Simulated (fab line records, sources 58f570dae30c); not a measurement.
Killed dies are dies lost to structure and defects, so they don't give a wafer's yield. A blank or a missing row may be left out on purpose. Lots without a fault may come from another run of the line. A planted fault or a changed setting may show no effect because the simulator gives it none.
Which tool did it? | flow berkeley_cmos170 | 14 lots, 42 wafers sampled, at 4 steps of a route of 331

WHAT THE GAUGES READ, wafer by wafer
UCB170_START_THK_MEAS_03.
lot  | measured    | on            | START_OXIDE_THK (nm)
L916 | day 1 15:46 | film_metro-03 | 20.2 20.2 20.2
L917 | day 1 20:16 | film_metro-02 | 20.2 19.9 20.1
L919 | day 2 05:26 | film_metro-03 | 20.1 20.1 20.1
L920 | day 2 10:35 | film_metro-03 | 20.9 20.6 20.4
L922 | day 2 22:28 | film_metro-02 | 20.3 20.4 20.0
L923 | day 3 01:49 | film_metro-04 | 20.0 19.9 20.0
L925 | day 3 12:53 | film_metro-03 | 20.3 20.1 20.1
L932 | day 4 23:54 | film_metro-02 | 20.0 20.1 20.3
L933 | day 5 04:27 | film_metro-03 | 19.5 19.4 19.6
L935 | day 5 12:04 | film_metro-03 | 19.6 19.7 19.5
L936 | day 5 17:03 | film_metro-02 | 19.9 20.1 20.1
L937 | day 5 22:11 | film_metro-04 | 20.4 20.8 20.7
L938 | day 6 04:52 | film_metro-02 | 20.1 20.3 20.4
L939 | day 6 10:04 | film_metro-04 | 19.8 19.8 19.5

UCB170_SDANNEAL_RS_MEAS_04: measures by four-point-probe.
lot  | measured     | on            | PLDD_RS (ohm/sq)
L916 | day 7 03:35  | film_metro-04 | 1034.2 1032.7 1033.5
L917 | day 7 03:49  | film_metro-03 | 1031.0 1033.7 1035.9
L919 | day 7 03:10  | film_metro-03 | 1033.4 1034.3 1037.5
L920 | day 8 05:36  | film_metro-02 | 1032.7 1034.4 1029.8
L922 | day 8 05:55  | film_metro-04 | 1032.4 1032.9 1032.8
L923 | day 8 17:42  | film_metro-04 | 1029.4 1027.2 1030.9
L925 | day 8 18:00  | film_metro-02 | 1028.0 1026.9 1029.5
L932 | day 9 20:51  | film_metro-02 | 1058.6 1057.7 1061.3
L933 | day 10 08:42 | film_metro-02 | 1060.2 1062.7 1062.5
L935 | day 10 08:34 | film_metro-03 | 1029.8 1032.0 1032.6
L936 | day 11 00:59 | film_metro-02 | 1037.0 1037.1 1037.7
L937 | day 11 10:56 | film_metro-02 | 1031.3 1030.5 1032.1
L938 | day 11 11:05 | film_metro-03 | 1031.5 1033.9 1033.2
L939 | day 11 21:46 | film_metro-03 | 1032.3 1034.5 1031.7

UCB170_V2_BOW_MEAS_03.
lot  | measured     | on            | V2_BOW (um)
L916 | day 7 20:05  | film_metro-04 | 22 36 34
L917 | day 7 23:37  | film_metro-01 | 37 39 44
L919 | day 7 19:55  | film_metro-01 | 42 43 39
L920 | day 9 01:14  | film_metro-04 | 35 47 30
L922 | day 9 06:25  | film_metro-01 | 38 40 34
L923 | day 9 10:26  | film_metro-04 | 43 34 37
L925 | day 9 10:38  | film_metro-02 | 31 28 32
L932 | day 10 15:35 | film_metro-02 | 39 49 37
L933 | day 11 06:11 | film_metro-01 | 30 39 34
L935 | day 11 04:36 | film_metro-01 | 35 25 43
L936 | day 11 21:26 | film_metro-01 | 53 38 41
L937 | day 12 06:22 | film_metro-04 | 41 34 34
L938 | day 12 04:30 | film_metro-01 | 33 29 36
L939 | day 12 22:20 | film_metro-01 | 34 35 22

WHICH TOOL RAN EACH LOT (tool, then ch and the chambers of the sampled wafers, then the start)
lot  | UCB170_PLDD_IMPLANT_09
L916 | implanter-04 ch 0, day 6 15:20
L917 | implanter-03 ch 0, day 6 15:38
L919 | implanter-01 ch 0, day 6 15:07
L920 | implanter-03 ch 0, day 7 13:26
L922 | implanter-01 ch 0, day 7 18:58
L923 | implanter-03 ch 0, day 8 06:31
L925 | implanter-01 ch 0, day 8 06:08
L932 | implanter-04 ch 0, day 9 07:24
L933 | implanter-04 ch 0, day 9 17:44
L935 | implanter-01 ch 0, day 9 16:40
L936 | implanter-03 ch 0, day 10 09:41
L937 | implanter-01 ch 0, day 10 21:34
L938 | implanter-03 ch 0, day 10 21:40
L939 | implanter-03 ch 0, day 11 09:58
- UCB170_PLDD_IMPLANT_09

WHAT THE TOOLS THEMSELVES READ (means of the sampled wafers that have a number; where no wafer has one, the mark that the record gives instead)
The record holds no such reading with a usual standard deviation.

THE ANSWER, worked out from the rows above alone
Rule: what is usual is taken from the lots themselves. Put in order of their means at a reading, lots are off if they are a third of the lots or fewer, leave a main group of 4 or more, and stand apart from it by a gap of 3 or more times the standard deviation of the main group's means; of several such gaps the widest counts. A main group whose means are all the same, to the digits that the tables above print for the reading, isn't used. A lot without any number at a reading at which 4 lots or more have one is off too. The other lots that the step has rows for count as sound. The gauges are gone through in route order, then the tools' own readings, and for those a lot's mean is taken as printed above. The first step at which some lot is off is used, and at that step the reading that is off furthest; a lot without a number counts as furthest.
Off: L932, L933, at UCB170_SDANNEAL_RS_MEAS_04 (PLDD_RS). The main group: mean 1032.5 ohm/sq, standard deviation 2.3.
A tool fits if, at a process step before that reading, it ran every lot that is off, and no sound lot after the first of them. The gauges at UCB170_SDANNEAL_RS_MEAS_04 are tried like those tools. One fits: implanter-04 at UCB170_PLDD_IMPLANT_09. Its last sound lot is L916 (day 6 15:20), its first lot that is off L932 (day 9 07:24): a fault that began between those two fits.

WHAT THE SIMULATOR HAD PUT IN
Process parameter drift: implanter-04, from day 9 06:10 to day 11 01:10, at UCB170_PLDD_IMPLANT_09. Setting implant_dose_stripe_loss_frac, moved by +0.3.
Lots struck among those shown: L932, L933. The rule above found the same.
